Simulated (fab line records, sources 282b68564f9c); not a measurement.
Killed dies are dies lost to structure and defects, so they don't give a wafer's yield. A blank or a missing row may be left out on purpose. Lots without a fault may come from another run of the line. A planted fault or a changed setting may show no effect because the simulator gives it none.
fab line records | flow rit_cmos
record lots=5 wafers=23
route steps=202 shown NLDD@111 PLDD@115 NSD@139 PSD@150 SDANNEAL@155 SILICIDE@162 CONTACT@168
start_h: hours from the record's first day to the start of the lot's first wafer shown | wait_h: hours since the lot's step before | " the same as in the row above | L1.1+2: a row that stands for several wafers | - no value, or no start given | * or withheld: withheld | < > ~ a bound
route shown NAME@n: a module of which the file shows steps, and the number in the route of the first | usual: mean/standard deviation of fault-free wafers | same: alike in all rows | chamber/n: place in a boat | sites: the reading at each site | _std_site: their standard deviation | _edge_site: outer sites' mean less inner sites' | radius_mm: how far each site lies from the wafer's centre | mask NAME#n: copy n | behind: the tool/chamber that last shaped the wafer | hold: why the lot was held/for how many hours/how that ended | device: the transistor (n, p or np) that didn't switch | end of line: the same wafers' tests at the end of the route | a step without rows: its recipe alone | killed: dies lost to structure and defects at the first sort, not the wafer's yield | map: a wafer's dies, x killed, . not, _ none there
set.NAME: the setting as run; set.NAME@STEP: as run at that earlier step | model.NAME: the simulator's own value behind a step, which no gauge read
lots whose settings were changed on purpose; a table a step, a row a wafer
## steps
# step RIT_NLDD_IMPLANT_08
# recipe species=P energy_kev=20 dose_cm2=5e+14 tilt_deg=7
# columns lot.wafer tool chamber start_h wait_h set.energy_kev model.implant.rp_nm model.implant.drp_nm
L074.2+6 implanter-03 0 41.31 0.1 20 27.66 12.97
L074.3+4+5 " 0 " " 21.16 28.73 13.42
L075.1+5+6 implanter-01 0 47.70 0.1 20 27.29 12.97
L077.1+5+6 implanter-01 0 58.21 0.1 20 28.04 12.97
L077.3+4 " 0 " " 19.51 27.57 12.78
L080.1+2+6 implanter-03 0 72.66 0.1 19.16 26.96 12.64
L080.4+5 " 0 " " 20 27.75 12.97
L085.2+3+4 implanter-03 0 95.90 0.1 20 27.18 12.97
L085.5+6 " 0 " " 19.65 26.86 12.83
# step RIT_PLDD_COAT_01
# recipe resist=NOVOLAK spin_rpm=3250 resist_thk_nm=1000
# columns lot.wafer tool chamber start_h wait_h set.resist_thk_nm model.NOVOLAK_of_PLDD_COAT_01.thk_nm
L074.2 litho_track-01 0 41.84 0.1 1051 1053
L074.3 " 0 " " 1000 999.8
L074.4 " 0 " " 1051 1052
L074.5 " 0 " " 1051 1051
L074.6 " 0 " " 1000 1001
L075.1 litho_track-03 0 48.23 0.1 1000 999
L075.5 " 0 " " 1000 998
L075.6 " 0 " " 1000 999.1
L077.1+5 litho_track-03 0 58.75 0.1 1000 1001
L077.3 " 0 " " 1025 1026
L077.4 " 0 " " 1025 1027
L077.6 " 0 " " 1025 1024
L080.1 litho_track-01 0 73.24 0.1 1000 998.8
L080.2 " 0 " " 1000 1001
L080.4 " 0 " " 1000 999.6
L080.5 " 0 " " 1000 996.3
L080.6 " 0 " " 1000 998.1
L085.2 litho_track-01 0 96.44 0.1 1000 999.2
L085.3 " 0 " " 1000 1002
L085.4 " 0 " " 1031 1033
L085.5 " 0 " " 1031 1035
L085.6 " 0 " " 1000 1001
# step RIT_PLDD_SOFTBAKE_02
# recipe resist=NOVOLAK temp_c=90 time_s=60
# step RIT_PLDD_EXPOSE_03
# recipe mask_id=M8 na=0.57 target_cd_nm=40900 dose_mj=250
# step RIT_PLDD_DEVELOP_05
# recipe resist=NOVOLAK develop_time_s=50 dev_temp_c=23
# step RIT_PLDD_HARDBAKE_07
# recipe resist=NOVOLAK temp_c=140 time_s=60
# columns lot.wafer tool chamber start_h wait_h set.resist_thk_nm@PLDD_COAT_01 model.NOVOLAK_of_PLDD_COAT_01.thk_nm
L074.2 litho_track-03 0 42.70 0.0 1051 930.4
L074.3 " 0 " " 1000 883.6
L074.4 " 0 " " 1051 929.4
L074.5 " 0 " " 1051 928.9
L074.6 " 0 " " 1000 884.5
L075.1 litho_track-01 0 48.97 0.0 1000 882.9
L075.5 " 0 " " 1000 882
L075.6 " 0 " " 1000 883
L077.1 litho_track-03 0 59.48 0.0 1000 884.6
L077.3 " 0 " " 1025 906.5
L077.4 " 0 " " 1025 907.1
L077.5 " 0 " " 1000 884.9
L077.6 " 0 " " 1025 905
L080.1 litho_track-03 0 73.97 0.0 1000 882.8
L080.2 " 0 " " 1000 884.8
L080.4 " 0 " " 1000 883.4
L080.5 " 0 " " 1000 880.6
L080.6 " 0 " " 1000 882.1
L085.2 litho_track-01 0 97.18 0.0 1000 883
L085.3 " 0 " " 1000 885.6
L085.4 " 0 " " 1031 912.6
L085.5 " 0 " " 1031 914.4
L085.6 " 0 " " 1000 884.7
# step RIT_NSD_IMPLANT_08
# recipe species=P energy_kev=25 dose_cm2=1e+15 tilt_deg=7
# columns lot.wafer tool chamber start_h wait_h set.energy_kev model.implant.rp_nm model.implant.drp_nm
L074.2+5+6 implanter-04 0 50.17 0.1 23.62 31.3 14.34
L074.3+4 " 0 " " 25 32.53 14.84
L075.1+5+6 implanter-04 0 54.34 0.1 25 32.1 14.84
L077.1+3+4+5+6 implanter-02 0 63.58 0.1 25 32.5 14.84
L080.1+2+5 implanter-04 0 80.30 0.1 25 32.58 14.84
L080.4+6 " 0 " " 25.41 32.94 14.98
L085.2+5+6 implanter-03 0 101.45 0.1 25 31.91 14.84
L085.3+4 " 0 " " 26.13 32.87 15.24
# step RIT_NSD_STRIP_09
# recipe chemistry=O2 time_s=180 resist=NOVOLAK platen_temp_c=withheld power_w=500 pressure_mtorr=4000 o2_flow_sccm=4000
# step RIT_NSD_TW_MEAS_10
# usual NSD_TW=3115/21
# columns lot.wafer tool chamber start_h wait_h set.energy_kev@NSD_IMPLANT_08 NSD_TW
L074.2 film_metro-01 - 50.48 0.1 23.62 3063
L074.3 " - " " 25 3129
L074.4 " - " " 25 3129
L074.5 " - " " 23.62 3080
L074.6 " - " " 23.62 3078
L075.1 film_metro-02 - 54.67 0.1 25 3121
L075.5 " - " " 25 3113
L075.6 " - " " 25 3122
L077.1 film_metro-04 - 63.91 0.1 25 3081
L077.3 " - " " 25 3077
L077.4 " - " " 25 3069
L077.5 " - " " 25 3072
L077.6 " - " " 25 3089
L080.1 film_metro-01 - 80.62 0.1 25 3117
L080.2 " - " " 25 3109
L080.4 " - " " 25.41 3121
L080.5 " - " " 25 3130
L080.6 " - " " 25.41 3130
L085.2 film_metro-01 - 101.76 0.1 25 3120
L085.3 " - " " 26.13 3157
L085.4 " - " " 26.13 3159
L085.5 " - " " 25 3110
L085.6 " - " " 25 3106
# step RIT_PSD_IMPLANT_08
# recipe species=BF2 energy_kev=27 dose_cm2=5e+15 tilt_deg=7
# columns lot.wafer tool chamber start_h wait_h set.energy_kev
L074.2+3+4 implanter-01 0 51.59 0.1 25.43
L074.5+6 " 0 " " 27
L075.1+5+6 implanter-01 0 55.76 0.1 27
L077.1+3+6 implanter-04 0 65.01 0.1 27
L077.4+5 " 0 " " 25.84
L080.1+2+4 implanter-02 0 81.72 0.1 27.67
L080.5+6 " 0 " " 27
L085.2+3+4+5+6 implanter-01 0 103.00 0.1 27
# step RIT_PSD_STRIP_09
# recipe chemistry=O2 time_s=180 resist=NOVOLAK platen_temp_c=withheld power_w=500 pressure_mtorr=4000 o2_flow_sccm=4000
# step RIT_SDANNEAL_CLEAN_02
# recipe chemistry=SC2 mix=3:3:50 time_s=600 temp_c=75 dry=n2_spin
# step RIT_SDANNEAL_RTA_03
# recipe temp_c=1050 time_s=5 idle_temp_c=600 ramp_up_c_per_s=342 ramp_down_c_per_s=171 cool_to_c=600 ambient=N2
# step RIT_SDANNEAL_RS_MEAS_04
# recipe thk_meas_gauge=four-point-probe
# usual PSD_RS=115.9/0.32
# columns lot.wafer tool chamber start_h wait_h set.energy_kev@PSD_IMPLANT_08 PSD_RS[ohm/sq]
L074.2 film_metro-02 - 52.40 0.1 25.43 119.5
L074.3 " - " " 25.43 119.3
L074.4 " - " " 25.43 119.5
L074.5 " - " " 27 116.1
L074.6 " - " " 27 115.8
L075.1 film_metro-02 - 56.59 0.0 27 115.4
L075.5 " - " " 27 115.6
L075.6 " - " " 27 115.5
L077.1 film_metro-02 - 65.82 0.0 27 116.3
L077.3 " - " " 27 116.2
L077.4 " - " " 25.84 118.8
L077.5 " - " " 25.84 118.9
L077.6 " - " " 27 116.4
L080.1 film_metro-01 - 83.23 0.0 27.67 113.8
L080.2 " - " " 27.67 114.4
L080.4 " - " " 27.67 113.8
L080.5 " - " " 27 115.5
L080.6 " - " " 27 115.5
L085.2 film_metro-02 - 103.83 0.1 27 115.8
L085.3 " - " " 27 115.8
L085.4 " - " " 27 116.0
L085.5 " - " " 27 116.0
L085.6 " - " " 27 116.1
# step RIT_SDANNEAL_RS_MEAS_05
# recipe thk_meas_gauge=four-point-probe
# usual NSD_RS=84.50/0.29
# columns lot.wafer tool chamber start_h wait_h set.energy_kev@NSD_IMPLANT_08 NSD_RS[ohm/sq]
L074.2 film_metro-02 - 52.52 0.1 23.62 84.59
L074.3 " - " " 25 83.92
L074.4 " - " " 25 83.94
L074.5 " - " " 23.62 84.67
L074.6 " - " " 23.62 84.77
L075.1 film_metro-02 - 56.71 0.1 25 84.81
L075.5 " - " " 25 84.64
L075.6 " - " " 25 84.70
L077.1 film_metro-02 - 65.94 0.1 25 85.03
L077.3 " - " " 25 84.93
L077.4 " - " " 25 85.01
L077.5 " - " " 25 84.86
L077.6 " - " " 25 84.93
L080.1 film_metro-01 - 83.35 0.1 25 84.53
L080.2 " - " " 25 84.87
L080.4 " - " " 25.41 84.34
L080.5 " - " " 25 84.69
L080.6 " - " " 25.41 84.34
L085.2 film_metro-02 - 103.95 0.1 25 84.44
L085.3 " - " " 26.13 83.90
L085.4 " - " " 26.13 84.11
L085.5 " - " " 25 84.50
L085.6 " - " " 25 84.54
# step RIT_SILICIDE_SPUTTER_01
# recipe material=Ti target_thk_nm=30 power_w=350 chamber_pressure_pa=0.667 gas=Ar time_s=240 substrate_temp_c=25
# columns lot.wafer tool chamber start_h wait_h set.time_s model.Ti_of_SILICIDE_SPUTTER_01.thk_nm
L074.2+5 pvd_sputter-02 - 52.87 0.0 240 29.76
L074.3 " - " " 240 30.52
L074.4 " - " " 240 29.88
L074.6 " - " " 240 30.54
L075.1 pvd_sputter-04 - 57.08 0.0 240 30.27
L075.5 " - " " 240 30.34
L075.6 " - " " 240 30.31
L077.1 pvd_sputter-04 - 66.31 0.0 261.1 31.81
L077.3 " - " " 261.1 32.07
L077.4 " - " " 240 29.91
L077.5 " - " " 261.1 32.13
L077.6 " - " " 240 29.77
L080.1 pvd_sputter-02 - 83.73 0.0 240 30.54
L080.2 " - " " 220.5 27.42
L080.4 " - " " 240 29.59
L080.5 " - " " 220.5 27.56
L080.6 " - " " 240 30.57
L085.2 pvd_sputter-03 - 104.30 0.0 271 34.44
L085.3 " - " " 240 30.45
L085.4 " - " " 240 30.52
L085.5 " - " " 240 30.43
L085.6 " - " " 271 34.22
# step RIT_SILICIDE_RS_MEAS_02
# recipe thk_meas_gauge=four-point-probe reads=Ti_of_SILICIDE_SPUTTER_01
# usual SILICIDE_TI_RS=48.1/0.84
# columns lot.wafer tool chamber start_h wait_h set.time_s@SILICIDE_SPUTTER_01 SILICIDE_TI_RS[ohm/sq]
L074.2 film_metro-03 - 53.04 0.1 240 48.4
L074.3 " - " " 240 46.9
L074.4 " - " " 240 48.1
L074.5 " - " " 240 48.4
L074.6 " - " " 240 46.9
L075.1 film_metro-03 - 57.23 0.1 240 47.4
L075.5 " - " " 240 47.2
L075.6 " - " " 240 47.3
L077.1 film_metro-02 - 66.46 0.1 261.1 44.6
L077.3 " - " " 261.1 44.0
L077.4 " - " " 240 48.0
L077.5 " - " " 261.1 44.0
L077.6 " - " " 240 48.3
L080.1 film_metro-02 - 83.88 0.1 240 46.8
L080.2 " - " " 220.5 53.6
L080.4 " - " " 240 48.7
L080.5 " - " " 220.5 53.2
L080.6 " - " " 240 46.8
L085.2 film_metro-04 - 104.47 0.1 271 40.4
L085.3 " - " " 240 47.0
L085.4 " - " " 240 46.8
L085.5 " - " " 240 47.0
L085.6 " - " " 271 40.8
# step RIT_SILICIDE_THK_MEAS_03
# recipe thk_meas_gauge=xrf reads=Ti_of_SILICIDE_SPUTTER_01
# usual SILICIDE_TI_THK=30.1/0.42
# columns lot.wafer tool chamber start_h wait_h set.time_s@SILICIDE_SPUTTER_01 SILICIDE_TI_THK[nm]
L074.2 film_metro-03 - 53.15 0.1 240 29.8
L074.3 " - " " 240 30.5
L074.4 " - " " 240 30.0
L074.5 " - " " 240 29.9
L074.6 " - " " 240 30.7
L075.1 film_metro-03 - 57.35 0.1 240 30.4
L075.5 " - " " 240 30.5
L075.6 " - " " 240 30.6
L077.1 film_metro-02 - 66.58 0.1 261.1 32.2
L077.3 " - " " 261.1 32.3
L077.4 " - " " 240 30.1
L077.5 " - " " 261.1 32.4
L077.6 " - " " 240 30.0
L080.1 film_metro-02 - 84.00 0.1 240 30.7
L080.2 " - " " 220.5 27.5
L080.4 " - " " 240 29.7
L080.5 " - " " 220.5 27.7
L080.6 " - " " 240 30.8
L085.2 film_metro-04 - 104.58 0.1 271 34.6
L085.3 " - " " 240 30.6
L085.4 " - " " 240 30.6
L085.5 " - " " 240 30.5
L085.6 " - " " 271 34.3
# step RIT_CONTACT_CVD_00
# recipe material=SiO2 target_thk_nm=400 precursor=TEOS temp_c=390 time_s=61 rf_w=400
# columns lot.wafer tool chamber start_h wait_h set.time_s model.SiO2_of_CONTACT_CVD_00.thk_nm
L074.2 pecvd-02 0 53.38 0.0 56.12 359.4
L074.3 " 2 " " 61 404.5
L074.4 " 1 " " 56.12 362.5
L074.5 " 0 " " 61 396.3
L074.6 " 2 " " 61 408
L075.1 pecvd-01 0 57.59 0.1 61 383.4
L075.5 " 0 " " 61 394.7
L075.6 " 1 " " 61 402.3
L077.1 pecvd-02 1 66.82 0.1 61 397.5
L077.3 " 0 " " 61 399.4
L077.4 " 2 " " 61 414.5
L077.5 " 0 " " 53.86 355.5
L077.6 " 1 " " 53.86 356.2
L080.1 pecvd-02 1 84.24 0.1 61 400.2
L080.2 " 2 " " 61 405
L080.4+6 " 0,1 " " 61 -
L080.5 " 2 " " 61 410.8
L085.2 pecvd-04 1 104.80 0.0 61 401.8
L085.3+5 " 0,1 " " 61 -
L085.4 " 2 " " 65.42 430.9
L085.6 " 0 " " 65.42 430.2
# step RIT_CONTACT_THK_MEAS_01
# recipe reads=SiO2_of_CONTACT_CVD_00
# usual CONTACT_TEOS_THK=399/6
# columns lot.wafer tool chamber start_h wait_h set.time_s@CONTACT_CVD_00 CONTACT_TEOS_THK[nm]
L074.2 film_metro-01 - 53.44 0.0 56.12 360
L074.3 " - " " 61 404
L074.4 " - " " 56.12 363
L074.5 " - " " 61 396
L074.6 " - " " 61 408
L075.1 film_metro-01 - 57.64 0.0 61 384
L075.5 " - " " 61 395
L075.6 " - " " 61 402
L077.1 film_metro-01 - 66.87 0.0 61 398
L077.3 " - " " 61 399
L077.4 " - " " 61 414
L077.5 " - " " 53.86 356
L077.6 " - " " 53.86 356
L080.1 film_metro-02 - 84.29 0.0 61 400
L080.2 " - " " 61 405
L080.4 " - " " 61 407
L080.5 " - " " 61 411
L080.6 " - " " 61 407
L085.2 film_metro-01 - 104.87 0.0 61 402
L085.3 " - " " 61 391
L085.4 " - " " 65.42 431
L085.5 " - " " 61 406
L085.6 " - " " 65.42 430
# step RIT_CONTACT_EXPOSE_05
# recipe mask_id=M11 na=0.6 source_shape=conventional sigma_outer=0.5 target_cd_nm=1000 dose_mj=250
# columns lot.wafer tool chamber start_h wait_h mask set.dose_mj
L074.2+6 iline_stepper-01 0 54.15 0.2 M11#0 250
L074.3+4+5 " 0 " " M11#0 241
L075.1+5+6 iline_stepper-01 0 58.15 0.1 M11#0 250
L077.1+4 iline_stepper-02 0 67.50 0.1 M11#0 237.8
L077.3+5+6 " 0 " " M11#0 250
L080.1+5 iline_stepper-02 0 84.93 0.2 M11#0 250
L080.2+4+6 " 0 " " M11#0 260.9
L085.2+5 iline_stepper-02 0 105.38 0.1 M11#0 237.3
L085.3+4+6 " 0 " " M11#0 250
# step RIT_CONTACT_PEB_06
# recipe resist=NOVOLAK temp_c=withheld time_s=withheld
# step RIT_CONTACT_DEVELOP_07
# recipe resist=NOVOLAK develop_time_s=120 dev_temp_c=23
# step RIT_CONTACT_CD_MEAS_08
# recipe target_cd_nm=1000
# usual cd_nm=999.8/2
# columns lot.wafer tool chamber start_h wait_h set.dose_mj@CONTACT_EXPOSE_05 cd_nm
L074.2 cd_sem-02 - 54.67 - 250 999.2
L074.3 " - " " 241 992.1
L074.4 " - " " 241 990.1
L074.5 " - " " 241 989.3
L074.6 " - " " 250 1000.9
L075.1 cd_sem-02 - 58.67 - 250 998.1
L075.5 " - " " 250 1000.0
L075.6 " - " " 250 998.3
L077.1 cd_sem-01 - 68.02 - 237.8 983.2
L077.3 " - " " 250 998.8
L077.4 " - " " 237.8 983.7
L077.5 " - " " 250 999.0
L077.6 " - " " 250 998.7
L080.1 cd_sem-02 - 85.45 - 250 998.6
L080.2 " - " " 260.9 1013.5
L080.4 " - " " 260.9 1013.3
L080.5 " - " " 250 1000.4
L080.6 " - " " 260.9 1012.7
L085.2 cd_sem-02 - 105.90 - 237.3 986.7
L085.3 " - " " 250 1001.5
L085.4 " - " " 250 1000.7
L085.5 " - " " 237.3 987.3
L085.6 " - " " 250 1001.2
# step RIT_CONTACT_HARDBAKE_10
# recipe resist=NOVOLAK temp_c=140 time_s=60
# step RIT_CONTACT_ETCH_11
# recipe target_depth_a=4800 over_etch_frac=0.2 stop_on=TiSi2 chemistry=CHF3/CF4/Ar target=SiO2 CHF3_flow_sccm=50 cf4_flow_sccm=10 Ar_flow_sccm=100 O2_flow_sccm=5 pressure_mtorr=100 rf_w=200 time_s=320
# columns lot.wafer tool chamber start_h wait_h set.time_s@CONTACT_CVD_00 set.dose_mj@CONTACT_EXPOSE_05 model.etch.depth_nm model.CONTACT.feature_depth_nm model.CONTACT.cd_nm
L074.2 rie_diel-04 3 54.95 0.1 56.12 250 359.4 359.4 999.2
L074.3 " 0 " " 61 241 404.5 404.5 992.3
L074.4 " 2 " " 56.12 241 362.5 362.5 990.7
L074.5 " 1 " " 61 241 396.3 396.3 989.3
L074.6 " 0 " " 61 250 408 408 1001
L075.1 rie_diel-03 1 58.97 0.1 61 250 383.4 383.4 998.5
L075.5 " 2 " " 61 250 394.7 394.7 999.6
L075.6 " 3 " " 61 250 402.3 402.3 997.7
L077.1 rie_diel-01 1 68.32 0.1 61 237.8 397.5 397.5 983.4
L077.3 " 2 " " 61 250 399.4 399.4 998.8
L077.4 " 3 " " 61 237.8 414.5 414.5 984.2
L077.5 " 0 " " 53.86 250 355.5 355.5 999.5
L077.6 " 1 " " 53.86 250 356.2 356.2 998.8
L080.1 rie_diel-03 3 85.75 0.1 61 250 400.2 400.2 998.8
L080.2 " 0 " " 61 260.9 405 405 1013
L080.4 " 2 " " 61 260.9 - 406.5 1013
L080.5 " 2 " " 61 250 410.8 410.8 1000
L080.6 " 3 " " 61 260.9 - 407.7 1013
L085.2 rie_diel-01 2 106.19 0.1 61 237.3 401.8 401.8 987
L085.3 " 1 " " 61 250 - 391.3 1002
L085.4 " 1 " " 65.42 250 430.9 430.9 1001
L085.5 " 0 " " 61 237.3 - 405.6 987.5
L085.6 " 2 " " 65.42 250 430.2 430.2 1002
# step RIT_CONTACT_STRIP_12
# recipe chemistry=O2 time_s=180 resist=NOVOLAK platen_temp_c=withheld power_w=500 pressure_mtorr=4000 o2_flow_sccm=4000
# step RIT_CONTACT_CD_MEAS_90
# recipe target_cd_nm=1000
# usual cd_nm=1000.1/2
# columns lot.wafer tool chamber start_h wait_h set.dose_mj@CONTACT_EXPOSE_05 cd_nm
L074.2 cd_sem-01 - 55.34 0.1 250 999.0
L074.3 " - " " 241 992.2
L074.4 " - " " 241 990.4
L074.5 " - " " 241 989.2
L074.6 " - " " 250 1001.5
L075.1 cd_sem-01 - 59.34 0.1 250 998.1
L075.5 " - " " 250 999.7
L075.6 " - " " 250 997.9
L077.1 cd_sem-01 - 68.69 0.1 237.8 983.5
L077.3 " - " " 250 999.3
L077.4 " - " " 237.8 984.3
L077.5 " - " " 250 999.6
L077.6 " - " " 250 998.5
L080.1 cd_sem-01 - 86.12 0.1 250 998.7
L080.2 " - " " 260.9 1013.7
L080.4 " - " " 260.9 1012.9
L080.5 " - " " 250 1000.0
L080.6 " - " " 260.9 1012.9
L085.2 cd_sem-01 - 106.58 0.1 237.3 986.8
L085.3 " - " " 250 1002.1
L085.4 " - " " 250 1001.1
L085.5 " - " " 237.3 987.1
L085.6 " - " " 250 1001.4
## key
split step=RIT_NLDD_IMPLANT_08 setting=energy_kev stated=20 by=wafer
response step=RIT_NLDD_IMPLANT_08 reading=model.implant.rp_nm change=+0.187 per=1% r=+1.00
response step=RIT_NLDD_IMPLANT_08 reading=model.implant.drp_nm change=+0.078 per=1% r=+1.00
split step=RIT_PLDD_COAT_01 setting=resist_thk_nm stated=1000 by=wafer
response step=RIT_PLDD_COAT_01 reading=model.NOVOLAK_of_PLDD_COAT_01.thk_nm change=+10.3 per=1% r=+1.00
response step=RIT_PLDD_HARDBAKE_07 reading=model.NOVOLAK_of_PLDD_COAT_01.thk_nm change=+8.97 per=1% r=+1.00
split step=RIT_NSD_IMPLANT_08 setting=energy_kev stated=25 by=wafer
response step=RIT_NSD_IMPLANT_08 reading=model.implant.rp_nm change=+0.219 per=1% r=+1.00
response step=RIT_NSD_IMPLANT_08 reading=model.implant.drp_nm change=+0.0898 per=1% r=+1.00
response step=RIT_NSD_TW_MEAS_10 reading=NSD_TW change=+9.78 per=1% r=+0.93
response step=RIT_SDANNEAL_RS_MEAS_05 reading=NSD_RS change=-0.129 per=1% r=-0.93
split step=RIT_PSD_IMPLANT_08 setting=energy_kev stated=27 by=wafer
response step=RIT_SDANNEAL_RS_MEAS_04 reading=PSD_RS change=-0.598 per=1% r=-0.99
split step=RIT_SILICIDE_SPUTTER_01 setting=time_s stated=240 by=wafer
response step=RIT_SILICIDE_SPUTTER_01 reading=model.Ti_of_SILICIDE_SPUTTER_01.thk_nm change=+0.294 per=1% r=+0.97
response step=RIT_SILICIDE_RS_MEAS_02 reading=SILICIDE_TI_RS change=-0.534 per=1% r=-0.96
response step=RIT_SILICIDE_THK_MEAS_03 reading=SILICIDE_TI_THK change=+0.299 per=1% r=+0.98
split step=RIT_CONTACT_CVD_00 setting=time_s stated=61 by=wafer
response step=RIT_CONTACT_CVD_00 reading=model.SiO2_of_CONTACT_CVD_00.thk_nm change=+4.4 per=1% r=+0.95
response step=RIT_CONTACT_THK_MEAS_01 reading=CONTACT_TEOS_THK change=+4.41 per=1% r=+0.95
response step=RIT_CONTACT_ETCH_11 reading=model.etch.depth_nm change=+4.4 per=1% r=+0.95
response step=RIT_CONTACT_ETCH_11 reading=model.CONTACT.feature_depth_nm change=+4.42 per=1% r=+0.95
split step=RIT_CONTACT_EXPOSE_05 setting=dose_mj stated=250 by=wafer
response step=RIT_CONTACT_CD_MEAS_08 reading=cd_nm change=+2.95 per=1% r=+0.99
response step=RIT_CONTACT_ETCH_11 reading=model.CONTACT.cd_nm change=+2.95 per=1% r=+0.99
response step=RIT_CONTACT_CD_MEAS_90 reading=cd_nm change=+2.98 per=1% r=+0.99
